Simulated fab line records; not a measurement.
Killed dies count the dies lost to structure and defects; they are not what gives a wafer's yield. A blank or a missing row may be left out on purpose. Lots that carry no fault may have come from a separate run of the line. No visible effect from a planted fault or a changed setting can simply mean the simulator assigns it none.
Commonality check across tools -- flow berkeley cmos170 -- 14 lots, 42 wafers sampled

THE REASON FOR OPENING IT
UCB170_PFIELD_TW_MEAS_09, reading PFIELD_TW: flagged on 2 of 14 lots. Wafers without a fault read 606, standard deviation 4.3.
Rule: a lot gets a flag if all its wafers with a number sit over 4 standard deviations from that mean, or if no wafer of it has a number. As for the other lots, they are considered sound.

lot,measured,on,"PFIELD_TW, wafer by wafer",flag
L347,day 4 22:32,film metro-04,601 600 603,
L348,day 5 06:49,film metro-01,608 608 607,
L350,day 5 21:17,film metro-04,599 596 599,
L351,day 6 05:34,film metro-04,602 602 607,
L353,day 6 07:04,film metro-04,604 602 602,
L352,day 6 07:12,film metro-02,607 608 608,
L357,day 7 00:37,film metro-02,606 606 610,
L356,day 7 00:53,film metro-01,609 609 610,
L362,day 8 10:02,film metro-04,668 669 669,FLAGGED
L365,day 8 22:21,film metro-02,607 603 606,
L364,day 8 22:22,film metro-01,681 679 677,FLAGGED
L367,day 9 05:25,film metro-02,610 612 612,
L369,day 9 23:25,film metro-04,606 602 599,
L370,day 9 23:41,film metro-01,609 612 606,
On average the flagged lots' numbers are 674, which is +68 against the usual, or +16 standard deviations.

LOT BY LOT: THE TOOL USED
The record holds 1 process step before the reading, out of a route of 331 steps. Read each cell as the tool, then ch plus the chambers that the sampled wafers visited, then the start.
lot,flag,UCB170_PFIELD_IMPLANT_07
L347,,"implanter-01 ch 0, day 4 22:18"
L348,,"implanter-03 ch 0, day 5 06:34"
L350,,"implanter-04 ch 0, day 5 21:02"
L351,,"implanter-04 ch 0, day 6 05:21"
L353,,"implanter-01 ch 0, day 6 06:49"
L352,,"implanter-04 ch 0, day 6 06:57"
L357,,"implanter-03 ch 0, day 7 00:22"
L356,,"implanter-01 ch 0, day 7 00:39"
L362,FLAGGED,"implanter-04 ch 0, day 8 09:49"
L365,,"implanter-01 ch 0, day 8 22:06"
L364,FLAGGED,"implanter-04 ch 0, day 8 22:07"
L367,,"implanter-01 ch 0, day 9 05:10"
L369,,"implanter-03 ch 0, day 9 23:12"
L370,,"implanter-01 ch 0, day 9 23:26"
These steps, and what they do:
- UCB170_PFIELD_IMPLANT_07
- UCB170_PFIELD_TW_MEAS_09

FLAGGED AGAINST TOTAL, ONE TOOL AT A TIME (gauges that did the reading follow at the end)
step,tool,lots run,flagged,share of the flagged lots,sound lots run after its first flagged lot
UCB170_PFIELD_IMPLANT_07,implanter-01,6,0,none,-
UCB170_PFIELD_IMPLANT_07,implanter-03,3,0,none,-
UCB170_PFIELD_IMPLANT_07,implanter-04,5,2,all,0
UCB170_PFIELD_TW_MEAS_09,film metro-01,4,1,some,1 (L370)
UCB170_PFIELD_TW_MEAS_09,film metro-02,4,0,none,-
UCB170_PFIELD_TW_MEAS_09,film metro-04,6,1,some,1 (L369)

WHAT THE TABLE ALLOWS
All flagged lots share 1 row of the table, namely implanter-04 at UCB170_PFIELD_IMPLANT_07.
- implanter-04 at UCB170_PFIELD_IMPLANT_07: 2 of its 5 lots flagged. A fault beginning between L352 (day 6 06:57), its last sound lot, and L362 (day 8 09:49), its first flagged one, fits the data. Its own readings lie more than 4 standard deviations out on every wafer of the flagged lots: dose ions cm2, faraday current uA.
implanter-04 at UCB170_PFIELD_IMPLANT_07 is the single tool remaining.

WHAT HAD BEEN PUT IN BY THE SIMULATOR
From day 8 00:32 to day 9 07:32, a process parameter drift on implanter-04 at UCB170_PFIELD_IMPLANT_07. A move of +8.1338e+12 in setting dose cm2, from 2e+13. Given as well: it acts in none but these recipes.
Struck lots among those shown: L362, L364. Same finding as the rule above.
